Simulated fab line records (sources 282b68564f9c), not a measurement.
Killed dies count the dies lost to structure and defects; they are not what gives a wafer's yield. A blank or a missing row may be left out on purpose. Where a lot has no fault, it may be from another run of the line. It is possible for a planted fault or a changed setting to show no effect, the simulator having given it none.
The tool behind it: which one? || flow rit cmos || 14 lots, 42 wafers sampled, at 6 steps of a route of 202

## WHAT THE GAUGES READ, wafer by wafer
RIT_GATE_OVL_MEAS_17.
{"lot": "L348", "measured": "day 2 12:54", "on": "overlay-01", "GATE_OVL (nm)": "-1.3 -2.1 -0.5"}
{"lot": "L349", "measured": "day 2 18:36", "on": "overlay-02", "GATE_OVL (nm)": "-2.3 -2.8 -2.2"}
{"lot": "L351", "measured": "day 3 04:24", "on": "overlay-01", "GATE_OVL (nm)": "-1.3 -0.3 0.1"}
{"lot": "L357", "measured": "day 4 09:34", "on": "overlay-01", "GATE_OVL (nm)": "-2.0 -2.4 -2.0"}
{"lot": "L358", "measured": "day 4 14:40", "on": "overlay-01", "GATE_OVL (nm)": "-0.8 -1.1 0.3"}
{"lot": "L360", "measured": "day 5 02:11", "on": "overlay-01", "GATE_OVL (nm)": "-1.1 -2.5 0.7"}
{"lot": "L361", "measured": "day 5 05:28", "on": "overlay-02", "GATE_OVL (nm)": "-1.7 -0.6 -1.4"}
{"lot": "L362", "measured": "day 5 10:29", "on": "overlay-02", "GATE_OVL (nm)": "-2.7 -4.1 -1.9"}
{"lot": "L365", "measured": "day 6 03:04", "on": "overlay-01", "GATE_OVL (nm)": "-1.0 0.2 -1.5"}
{"lot": "L366", "measured": "day 6 06:43", "on": "overlay-02", "GATE_OVL (nm)": "-3.3 -1.4 -2.5"}
{"lot": "L368", "measured": "day 6 16:25", "on": "overlay-01", "GATE_OVL (nm)": "-3.2 -1.4 -2.8"}
{"lot": "L369", "measured": "day 6 21:49", "on": "overlay-02", "GATE_OVL (nm)": "1.0 0.3 0.7"}
{"lot": "L370", "measured": "day 7 02:47", "on": "overlay-02", "GATE_OVL (nm)": "-1.5 -1.3 -0.4"}
{"lot": "L371", "measured": "day 7 08:36", "on": "overlay-01", "GATE_OVL (nm)": "2.7 1.5 -0.6"}

RIT_NSD_TW_MEAS_10.
{"lot": "L348", "measured": "day 2 23:34", "on": "film metro-03", "NSD_TW": "3137 3155 3128"}
{"lot": "L349", "measured": "day 3 05:14", "on": "film metro-01", "NSD_TW": "3120 3123 3112"}
{"lot": "L351", "measured": "day 3 15:04", "on": "film metro-01", "NSD_TW": "3144 3124 3124"}
{"lot": "L357", "measured": "day 4 20:02", "on": "film metro-03", "NSD_TW": "3445 3465 3450 3434 3448 3458"}
{"lot": "L358", "measured": "day 5 01:06", "on": "film metro-04", "NSD_TW": "3355 3365 3377 3381 3376 3358"}
{"lot": "L360", "measured": "day 5 12:45", "on": "film metro-03", "NSD_TW": "3136 3145 3125"}
{"lot": "L361", "measured": "day 5 16:04", "on": "film metro-04", "NSD_TW": "3075 3101 3069"}
{"lot": "L362", "measured": "day 5 21:53", "on": "film metro-04", "NSD_TW": "3088 3070 3070"}
{"lot": "L365", "measured": "day 6 13:35", "on": "film metro-04", "NSD_TW": "3086 3102 3092"}
{"lot": "L366", "measured": "day 6 17:54", "on": "film metro-01", "NSD_TW": "3190 3184 3182"}
{"lot": "L368", "measured": "day 7 03:57", "on": "film metro-03", "NSD_TW": "3147 3144 3145"}
{"lot": "L369", "measured": "day 7 08:44", "on": "film metro-04", "NSD_TW": "3069 3078 3075"}
{"lot": "L370", "measured": "day 7 15:41", "on": "film metro-03", "NSD_TW": "3133 3139 3143"}
{"lot": "L371", "measured": "day 7 19:46", "on": "film metro-04", "NSD_TW": "3079 3086 3086"}

RIT_SDANNEAL_RS_MEAS_05: the measuring method here is four-point-probe.
{"lot": "L348", "measured": "day 3 01:35", "on": "film metro-04", "NSD_RS (ohm/sq)": "84.42 84.29 83.92"}
{"lot": "L349", "measured": "day 3 07:26", "on": "film metro-04", "NSD_RS (ohm/sq)": "84.14 84.41 84.38"}
{"lot": "L351", "measured": "day 3 17:07", "on": "film metro-01", "NSD_RS (ohm/sq)": "84.61 84.74 84.61"}
{"lot": "L357", "measured": "day 5 04:36", "on": "film metro-01", "NSD_RS (ohm/sq)": "59.07 58.98 59.03 59.10 58.93 58.94"}
{"lot": "L358", "measured": "day 5 08:29", "on": "film metro-04", "NSD_RS (ohm/sq)": "58.85 58.90 58.88 58.89 58.94 58.88"}
{"lot": "L360", "measured": "day 5 14:56", "on": "film metro-03", "NSD_RS (ohm/sq)": "84.30 84.59 84.52"}
{"lot": "L361", "measured": "day 5 18:15", "on": "film metro-03", "NSD_RS (ohm/sq)": "84.86 84.55 84.45"}
{"lot": "L362", "measured": "day 5 23:55", "on": "film metro-03", "NSD_RS (ohm/sq)": "84.24 84.67 84.28"}
{"lot": "L365", "measured": "day 6 15:44", "on": "film metro-04", "NSD_RS (ohm/sq)": "84.38 84.20 84.48"}
{"lot": "L366", "measured": "day 6 20:07", "on": "film metro-03", "NSD_RS (ohm/sq)": "84.23 84.22 84.24"}
{"lot": "L368", "measured": "day 7 05:59", "on": "film metro-04", "NSD_RS (ohm/sq)": "84.22 84.32 84.23"}
{"lot": "L369", "measured": "day 7 10:55", "on": "film metro-04", "NSD_RS (ohm/sq)": "84.69 84.65 84.93"}
{"lot": "L370", "measured": "day 7 17:52", "on": "film metro-03", "NSD_RS (ohm/sq)": "85.23 85.12 85.18"}
{"lot": "L371", "measured": "day 7 21:52", "on": "film metro-04", "NSD_RS (ohm/sq)": "84.18 84.36 84.46"}

## WHICH TOOL RAN EACH LOT (tool, then ch and the chambers of the sampled wafers, then the start)
{"lot": "L348", "RIT_PLDD_STRIP_09": "plasma asher-04 ch 0,1, day 2 19:28", "RIT_NSD_IMPLANT_08": "implanter-02 ch 0, day 2 23:14", "RIT_SDANNEAL_RTA_03": "rtp anneal-02 ch 0, day 3 01:24"}
{"lot": "L349", "RIT_PLDD_STRIP_09": "plasma asher-04 ch 0,1, day 3 00:57", "RIT_NSD_IMPLANT_08": "implanter-01 ch 0, day 3 04:54", "RIT_SDANNEAL_RTA_03": "rtp anneal-01 ch 0, day 3 07:12"}
{"lot": "L351", "RIT_PLDD_STRIP_09": "plasma asher-04 ch 0,1, day 3 10:52", "RIT_NSD_IMPLANT_08": "implanter-02 ch 0, day 3 14:44", "RIT_SDANNEAL_RTA_03": "rtp anneal-01 ch 0, day 3 16:56"}
{"lot": "L357", "RIT_PLDD_STRIP_09": "plasma asher-04 ch 0,1, day 4 15:55", "RIT_NSD_IMPLANT_08": "implanter-04 ch 0, day 4 19:44", "RIT_SDANNEAL_RTA_03": "rtp anneal-01 ch 0, day 5 04:24"}
{"lot": "L358", "RIT_PLDD_STRIP_09": "plasma asher-01 ch 0,1, day 4 21:01", "RIT_NSD_IMPLANT_08": "implanter-04 ch 0, day 5 00:46", "RIT_SDANNEAL_RTA_03": "rtp anneal-02 ch 0, day 5 08:07"}
{"lot": "L360", "RIT_PLDD_STRIP_09": "plasma asher-04 ch 0,1, day 5 08:41", "RIT_NSD_IMPLANT_08": "implanter-01 ch 0, day 5 12:28", "RIT_SDANNEAL_RTA_03": "rtp anneal-02 ch 0, day 5 14:43"}
{"lot": "L361", "RIT_PLDD_STRIP_09": "plasma asher-01 ch 0,1, day 5 11:59", "RIT_NSD_IMPLANT_08": "implanter-02 ch 0, day 5 15:47", "RIT_SDANNEAL_RTA_03": "rtp anneal-01 ch 0, day 5 18:02"}
{"lot": "L362", "RIT_PLDD_STRIP_09": "plasma asher-01 ch 0,1, day 5 17:31", "RIT_NSD_IMPLANT_08": "implanter-01 ch 0, day 5 21:34", "RIT_SDANNEAL_RTA_03": "rtp anneal-02 ch 0, day 5 23:44"}
{"lot": "L365", "RIT_PLDD_STRIP_09": "plasma asher-01 ch 0, day 6 09:22", "RIT_NSD_IMPLANT_08": "implanter-01 ch 0, day 6 13:16", "RIT_SDANNEAL_RTA_03": "rtp anneal-01 ch 0, day 6 15:34"}
{"lot": "L366", "RIT_PLDD_STRIP_09": "plasma asher-04 ch 0,1, day 6 13:43", "RIT_NSD_IMPLANT_08": "implanter-01 ch 0, day 6 17:36", "RIT_SDANNEAL_RTA_03": "rtp anneal-02 ch 0, day 6 19:55"}
{"lot": "L368", "RIT_PLDD_STRIP_09": "plasma asher-04 ch 0,1, day 6 23:50", "RIT_NSD_IMPLANT_08": "implanter-01 ch 0, day 7 03:37", "RIT_SDANNEAL_RTA_03": "rtp anneal-02 ch 0, day 7 05:49"}
{"lot": "L369", "RIT_PLDD_STRIP_09": "plasma asher-01 ch 0,1, day 7 04:30", "RIT_NSD_IMPLANT_08": "implanter-01 ch 0, day 7 08:25", "RIT_SDANNEAL_RTA_03": "rtp anneal-01 ch 0, day 7 10:44"}
{"lot": "L370", "RIT_PLDD_STRIP_09": "plasma asher-02 ch 1, day 7 11:14", "RIT_NSD_IMPLANT_08": "implanter-01 ch 0, day 7 15:21", "RIT_SDANNEAL_RTA_03": "rtp anneal-02 ch 0, day 7 17:41"}
{"lot": "L371", "RIT_PLDD_STRIP_09": "plasma asher-04 ch 0,1, day 7 15:28", "RIT_NSD_IMPLANT_08": "implanter-02 ch 0, day 7 19:28", "RIT_SDANNEAL_RTA_03": "rtp anneal-01 ch 0, day 7 21:40"}
- RIT_PLDD_STRIP_09: strips in O2, time 180 s.
- RIT_NSD_IMPLANT_08
- RIT_SDANNEAL_RTA_03: time 5 s.

## WHAT THE TOOLS THEMSELVES READ (means of the sampled wafers that have a number; where no wafer has one, the mark that the record gives instead)
RIT_PLDD_STRIP_09.
{"lot": "L348", "tool": "plasma asher-04", "drypump motor current A (A)": 5.8}
{"lot": "L349", "tool": "plasma asher-04", "drypump motor current A (A)": 5.8}
{"lot": "L351", "tool": "plasma asher-04", "drypump motor current A (A)": 5.8}
{"lot": "L357", "tool": "plasma asher-04", "drypump motor current A (A)": 5.8}
{"lot": "L358", "tool": "plasma asher-01", "drypump motor current A (A)": 5.2}
{"lot": "L360", "tool": "plasma asher-04", "drypump motor current A (A)": 5.8}
{"lot": "L361", "tool": "plasma asher-01", "drypump motor current A (A)": 5.2}
{"lot": "L362", "tool": "plasma asher-01", "drypump motor current A (A)": 5.2}
{"lot": "L365", "tool": "plasma asher-01", "drypump motor current A (A)": 5.2}
{"lot": "L366", "tool": "plasma asher-04", "drypump motor current A (A)": 5.8}
{"lot": "L368", "tool": "plasma asher-04", "drypump motor current A (A)": 5.8}
{"lot": "L369", "tool": "plasma asher-01", "drypump motor current A (A)": 5.2}
{"lot": "L370", "tool": "plasma asher-02", "drypump motor current A (A)": 5.1}
{"lot": "L371", "tool": "plasma asher-04", "drypump motor current A (A)": 5.8}

RIT_NSD_IMPLANT_08.
{"lot": "L348", "tool": "implanter-02", "dose ions cm2": 9.993e+14, "end station pressure torr (Torr)": 7.5e-06, "faraday current uA": 3213}
{"lot": "L349", "tool": "implanter-01", "dose ions cm2": 1.001e+15, "end station pressure torr (Torr)": 7.7e-06, "faraday current uA": 3196}
{"lot": "L351", "tool": "implanter-02", "dose ions cm2": 1.000e+15, "end station pressure torr (Torr)": 7.8e-06, "faraday current uA": 3184}
{"lot": "L357", "tool": "implanter-04", "dose ions cm2": 1.625e+15, "end station pressure torr (Torr)": 9.3e-06, "faraday current uA": 5034}
{"lot": "L358", "tool": "implanter-04", "dose ions cm2": 1.625e+15, "end station pressure torr (Torr)": 9.2e-06, "faraday current uA": 5019}
{"lot": "L360", "tool": "implanter-01", "dose ions cm2": 1.001e+15, "end station pressure torr (Torr)": 7.9e-06, "faraday current uA": 3146}
{"lot": "L361", "tool": "implanter-02", "dose ions cm2": 1.001e+15, "end station pressure torr (Torr)": 7.9e-06, "faraday current uA": 3120}
{"lot": "L362", "tool": "implanter-01", "dose ions cm2": 1.001e+15, "end station pressure torr (Torr)": 7.3e-06, "faraday current uA": 3121}
{"lot": "L365", "tool": "implanter-01", "dose ions cm2": 9.999e+14, "end station pressure torr (Torr)": 7.3e-06, "faraday current uA": 3143}
{"lot": "L366", "tool": "implanter-01", "dose ions cm2": 1.000e+15, "end station pressure torr (Torr)": 7.4e-06, "faraday current uA": 3100}
{"lot": "L368", "tool": "implanter-01", "dose ions cm2": 9.987e+14, "end station pressure torr (Torr)": 7.2e-06, "faraday current uA": 3167}
{"lot": "L369", "tool": "implanter-01", "dose ions cm2": 1.000e+15, "end station pressure torr (Torr)": 7.7e-06, "faraday current uA": 3164}
{"lot": "L370", "tool": "implanter-01", "dose ions cm2": 1.000e+15, "end station pressure torr (Torr)": 7.4e-06, "faraday current uA": 3148}
{"lot": "L371", "tool": "implanter-02", "dose ions cm2": 9.995e+14, "end station pressure torr (Torr)": 7.4e-06, "faraday current uA": 3139}

RIT_SDANNEAL_RTA_03.
{"lot": "L348", "tool": "rtp anneal-02", "wafer_temp_C_max": 1053.3}
{"lot": "L349", "tool": "rtp anneal-01", "wafer_temp_C_max": 1053.2}
{"lot": "L351", "tool": "rtp anneal-01", "wafer_temp_C_max": 1053.3}
{"lot": "L357", "tool": "rtp anneal-01", "wafer_temp_C_max": 1052.9}
{"lot": "L358", "tool": "rtp anneal-02", "wafer_temp_C_max": 1054.4}
{"lot": "L360", "tool": "rtp anneal-02", "wafer_temp_C_max": 1053.3}
{"lot": "L361", "tool": "rtp anneal-01", "wafer_temp_C_max": 1054.2}
{"lot": "L362", "tool": "rtp anneal-02", "wafer_temp_C_max": 1054.1}
{"lot": "L365", "tool": "rtp anneal-01", "wafer_temp_C_max": 1053.6}
{"lot": "L366", "tool": "rtp anneal-02", "wafer_temp_C_max": 1054.4}
{"lot": "L368", "tool": "rtp anneal-02", "wafer_temp_C_max": 1053.9}
{"lot": "L369", "tool": "rtp anneal-01", "wafer_temp_C_max": 1053.8}
{"lot": "L370", "tool": "rtp anneal-02", "wafer_temp_C_max": 1053.4}
{"lot": "L371", "tool": "rtp anneal-01", "wafer_temp_C_max": 1054.1}

## THE ANSWER, worked out from the rows above alone
Rule: what is usual is taken from the lots themselves. Put in order of their means at a reading, lots are off if they are a third of the lots or fewer, leave a main group of 4 or more, and stand apart from it by a gap of 3 or more times the standard deviation of the main group's means; of several such gaps the widest counts. The tables above print the reading to a certain number of digits; a main group whose means all agree to those digits is not used. Also off: a lot with no number at a reading for which 4 or more lots have one. All remaining lots with rows at the step are treated as sound. Order of review: gauges by route order, followed by the tools' own readings, for which a lot's mean as printed above is used. At the first step where some lot is off, the reading lying furthest off is the one used; lots without a number count as furthest.
Off: at RIT_NSD_TW_MEAS_10 (NSD_TW), L357, L358. Mean 3117 and standard deviation 33 in the main group.
A tool fits if, at a process step before that reading, it ran every lot that is off, and no sound lot after the first of them. The gauges at RIT_NSD_TW_MEAS_10 aren't tried: what is off there is off at RIT_NSD_IMPLANT_08 too, on other tools, and a gauge's error can't cause that. One fits: RIT_NSD_IMPLANT_08 on implanter-04. It ran no sound lot before its first lot that is off in this sample, so the start can't be narrowed down.
The tool's own readings at RIT_NSD_IMPLANT_08 bear it out: on the lots that are off they differ by more than 5 times the standard deviation of the sound lots' means. dose ions cm2 reads 1.625e+15 there against 1.000e+15 on the sound lots; end station pressure torr reads 9.3e-06 Torr there against 7.5e-06 Torr on the sound lots; faraday current uA reads 5026 there against 3153 on the sound lots.

## WHAT WAS PUT IN BY THE SIMULATOR
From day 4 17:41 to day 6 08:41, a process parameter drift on implanter-04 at RIT_NSD_IMPLANT_08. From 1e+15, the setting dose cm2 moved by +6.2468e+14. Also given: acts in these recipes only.
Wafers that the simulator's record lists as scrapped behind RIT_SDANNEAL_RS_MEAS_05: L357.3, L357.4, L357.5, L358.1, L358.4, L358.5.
Lots struck among those shown: L357, L358. The rule above found the same.
